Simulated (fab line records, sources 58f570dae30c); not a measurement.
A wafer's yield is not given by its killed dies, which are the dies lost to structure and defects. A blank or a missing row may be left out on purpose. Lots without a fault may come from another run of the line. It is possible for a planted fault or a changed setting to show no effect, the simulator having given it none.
Chamber matching / flow berkeley-cmos170 / 4 sister chambers for UCB170_CONTACT_CLEAN_00 on wet-bench-02
The step cleans in SPM, time 600 s. 8 wafers are shown with their chamber, then 7 later ones without.

WAFERS WITH THEIR CHAMBER
wafer=L895.4; chamber=0; bath-heat-duty-pct (%)=13.0; bath-guard-temp-C (C)=120.4
wafer=L895.6; chamber=0; bath-heat-duty-pct (%)=14.9; bath-guard-temp-C (C)=120.4
wafer=L903.2; chamber=3; bath-heat-duty-pct (%)=12.5; bath-guard-temp-C (C)=120.9
wafer=L903.5; chamber=3; bath-heat-duty-pct (%)=12.8; bath-guard-temp-C (C)=120.3
wafer=L900.4; chamber=1; bath-heat-duty-pct (%)=10.1; bath-guard-temp-C (C)=120.4
wafer=L900.5; chamber=1; bath-heat-duty-pct (%)=10.7; bath-guard-temp-C (C)=120.4
wafer=L909.1; chamber=2; bath-heat-duty-pct (%)=13.0; bath-guard-temp-C (C)=120.6
wafer=L909.5; chamber=2; bath-heat-duty-pct (%)=12.6; bath-guard-temp-C (C)=120.3

WAFERS WITH NO CHAMBER GIVEN
wafer=L909.6; bath-heat-duty-pct (%)=13.5; bath-guard-temp-C (C)=120.5
wafer=L914.2; bath-heat-duty-pct (%)=10.1; bath-guard-temp-C (C)=120.2
wafer=L914.3; bath-heat-duty-pct (%)=12.5; bath-guard-temp-C (C)=119.7
wafer=L914.6; bath-heat-duty-pct (%)=10.7; bath-guard-temp-C (C)=120.1
wafer=L913.1; bath-heat-duty-pct (%)=13.1; bath-guard-temp-C (C)=120.5
wafer=L913.4; bath-heat-duty-pct (%)=12.8; bath-guard-temp-C (C)=120.3
wafer=L913.5; bath-heat-duty-pct (%)=12.5; bath-guard-temp-C (C)=120.4

WHICH CHAMBER EACH ONE RAN IN
wafer=L909.6; from the rows above=can't be placed: 0 or 2 or 3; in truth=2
wafer=L914.2; from the rows above=1; in truth=1
wafer=L914.3; from the rows above=can't be placed: 2 or 0 or 3 or 1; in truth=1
wafer=L914.6; from the rows above=can't be placed: 1 or 2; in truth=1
wafer=L913.1; from the rows above=can't be placed: 2 or 3 or 0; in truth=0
wafer=L913.4; from the rows above=can't be placed: 2 or 3 or 0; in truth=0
wafer=L913.5; from the rows above=can't be placed: 2 or 3 or 0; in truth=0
Placed correctly: 1 of 7. These rows do not allow placing 6 (true chamber among the candidates in 6). 0 placed wrongly.
How it was worked out, from the rows above alone: a wafer's distance from a chamber is the root of the sum, over the readings, of the square of ((its reading less the chamber's mean) divided by the reading's scatter). The wafer belongs to the nearest chamber; if the next one is less than 2 further off, it can't be placed. For every chamber, the mean is computed from those of its wafers that are shown. The scatter is the square root of a quotient: the sum, over the shown wafers, of each reading's squared deviation from its chamber's mean, divided by wafers minus chambers.
